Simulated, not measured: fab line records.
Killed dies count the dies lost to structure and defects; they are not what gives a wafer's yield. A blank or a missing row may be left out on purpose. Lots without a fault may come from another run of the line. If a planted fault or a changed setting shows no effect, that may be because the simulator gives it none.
Matching of chambers ; flow berkeley cmos170 ; 4 sister chambers for UCB170_V2_ETCH_14 on rie diel-03
The step etches SiO2 in CHF3/CF4/Ar, stops on Al, target depth 1250 nm, time 291 s. 8 wafers are shown with their chamber, then 8 later ones without.

== WAFERS WITH THEIR CHAMBER ==
wafer;chamber;throttle valve pct (%);drypump motor current A (A)
L077.5;3;6.74;6.1
L082.1;0;6.88;5.8
L082.4;3;6.76;6.0
L083.1;0;6.89;5.8
L088.1;2;6.98;6.1
L088.4;1;6.94;6.7
L088.6;2;6.98;6.0
L089.2;1;6.94;6.7

== WAFERS WITH NO CHAMBER GIVEN ==
wafer;throttle valve pct (%);drypump motor current A (A)
L089.4;6.75;6.1
L089.6;6.89;5.8
L093.2;6.91;6.7
L093.3;6.97;6.0
L093.4;6.75;6.1
L095.3;6.75;6.1
L095.4;6.94;6.7
L095.5;6.89;5.8

== WHICH CHAMBER EACH ONE RAN IN ==
wafer;from the rows above;in truth
L089.4;3;3
L089.6;0;0
L093.2;1;1
L093.3;2;2
L093.4;3;3
L095.3;3;3
L095.4;1;1
L095.5;0;0
Placed correctly: 8 of 8. Not placeable from these rows: 0. 0 placed wrongly.
How it was worked out, from the rows above alone: a wafer's distance from a chamber is the root of the sum, over the readings, of the square of ((its reading less the chamber's mean) divided by the reading's scatter). If the next closest chamber is less than 2 further off than the closest, the wafer can't be placed; otherwise it belongs to the closest. The mean given for a chamber averages the wafers shown for that chamber. The scatter is the square root of a quotient: the sum, over the shown wafers, of each reading's squared deviation from its chamber's mean, divided by wafers minus chambers.
